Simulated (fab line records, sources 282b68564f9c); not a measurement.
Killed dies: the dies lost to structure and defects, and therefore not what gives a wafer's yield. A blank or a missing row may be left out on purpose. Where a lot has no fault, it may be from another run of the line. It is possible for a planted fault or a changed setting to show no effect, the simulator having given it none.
A struck lot beside a sound one + flow ritCmos + 15 out of 202 route steps
Sound: these wafers, L757.3, L757.4, L757.5. Wafers struck: L767.1, L767.3, L767.4. The cause is named last.
For every step that has rows: the tool of each side, followed by ch and its chambers, followed by its first start. Under that, the readings that differ: sound wafers + struck wafers + difference of the means + sigmas: that difference in standard deviations of wafers without a fault.
alike: readings whose means differ by less than 2 such deviations, and words and numbers that are the same on both sides. not compared: withheld readings, readings that some wafer has no value for, bounds like >300 that may hide the same value, and numbers for which the record gives no deviation and whose values overlap.
Wherever a step has rows on one side only, a row that says differs or no value, or a row with sigmas, the two part there. Numbers that have no deviation but don't overlap get no sigmas and don't part them. A reading that every wafer of one side lacks parts them only if that side has two wafers or more.

first, 1 step without rows for these wafers: RIT_PRETRO_DEVELOP_05 (develop time 68 s).
RIT_PRETRO_OVL_MEAS_06:
  sound on overlay-02, day 3 05:49; struck on overlay-01, day 5 10:03
  alike: PRETRO_OVL
then, 2 steps without rows for these wafers: RIT_PRETRO_HARDBAKE_07 (time 120 s); RIT_PRETRO_IMPLANT_08.
RIT_PRETRO_STRIP_09: strips in O2, time 180 s.
  sound on plasmaAsher-04 ch 0,1, day 3 06:17; struck on plasmaAsher-01 ch 0,1, day 5 10:29
| reading                  | sound       | struck      | difference | sigmas |
|--------------------------|-------------|-------------|------------|--------|
| drypumpMotorCurrentA (A) | 6.3 6.7 6.6 | 5.6 5.6 5.6 | -0.9       | -2     |
  not compared: rfHoursCounterH
RIT_PRETRO_TW_MEAS_10:
  sound on filmMetro-03, day 3 06:26; struck on filmMetro-03, day 5 10:40
  alike: PRETRO_TW
then, 5 steps without rows for these wafers: RIT_GATE_WET_ETCH_00 (etches SiO2 in BOE, target depth 56 nm, time 60 s); RIT_GATE_CLEAN_01 (cleans in SC1, time 600 s); RIT_GATE_CLEAN_02 (cleans in dHF, time 30 s); RIT_GATE_CLEAN_03 (cleans in SC2, time 600 s); RIT_GATE_CLEAN_04 (cleans in dHF, time 60 s).
RIT_FOX2_THK_MEAS_91:
  sound on filmMetro-02, day 3 06:55; struck on filmMetro-02, day 5 11:08
  alike: FIELD_OXIDE_LEFT_2_THK
RIT_GATE_OXIDATION_05: target thk 3 nm, ox time 270 s.
  sound on furnace-04 ch 0, day 3 09:00; struck on furnace-04 ch 0, day 5 11:11
| reading                                    | sound             | struck               | difference | sigmas |
|--------------------------------------------|-------------------|----------------------|------------|--------|
| spikeTcCentreC (C)                         | 900.1 901.3 899.4 | 894.9 893.9 897.2    | -4.9       | -3     |
| spikeTcSourceC (C)                         | 921.5 919.9 920.7 | 915.9 914.9 913.9    | -5.8       | -3     |
| tubeCenterTempC (C)                        | 900.02 900 899.85 | 895.06 895.06 895.14 | -4.87      | -59    |
| tube_center_temp_C_max                     | 902.2 902.1 902.0 | 897.9 897.5 897.4    | -4.5       | -11    |
| model.SiO2_of_GATE_OXIDATION_05.thkNm (nm) | 3.003 3.041 3.01  | 2.87 2.922 2.878     | -0.13      |        |
then, 1 step without rows for these wafers: RIT_GATE_ANNEAL_06 (time 600 s).
RIT_M1_PROBE_99:
  sound on prober-02, day 4 12:37; struck on prober-02, day 6 13:37
| reading                          | sound             | struck            | difference | sigmas |
|----------------------------------|-------------------|-------------------|------------|--------|
| model.etest.pmos_0p3.rOnOhmUm    | 6229 6436 6344    | 6115 6075 5997    | -274       |        |
| model.etest.nmos_0p3.rOnOhmUm    | 2148 2173 2185    | 2112 2113 2058    | -74        |        |
| model.etest.nmos_0p15.driveUaUm  | 456.9 455.8 461.2 | 469.4 472.1 484.9 | +17.5      |        |
| model.etest.nmosNarrow.driveUaUm | 225.6 222.6 227.3 | 235.9 235.9 238.4 | +11.6      |        |
| model.etest.nmos_0p3.driveUaUm   | 226.7 223.2 228.4 | 238.2 233.1 237.7 | +10.2      |        |
| model.etest.pmos_0p15.driveUaUm  | 251.2 246.6 250.6 | 259.1 263 269.4   | +14.4      |        |
| model.etest.pmos_0p3.driveUaUm   | 102.3 99 100.5    | 107.5 105.8 108.1 | +6.5       |        |
| model.etest.pmosNarrow.driveUaUm | 103.2 99.7 101.2  | 106.7 105.6 107.5 | +5.2       |        |
  alike: killedAtContacts, killedAtFrontEnd, killedDies, killedOpen, killedShort

## WHERE THEY PART
First at RIT_PRETRO_STRIP_09; last, within this record, at RIT_GATE_OXIDATION_05. Later steps at which nothing parts them and some readings are alike: RIT_M1_PROBE_99.

WHY: what the simulator had put in
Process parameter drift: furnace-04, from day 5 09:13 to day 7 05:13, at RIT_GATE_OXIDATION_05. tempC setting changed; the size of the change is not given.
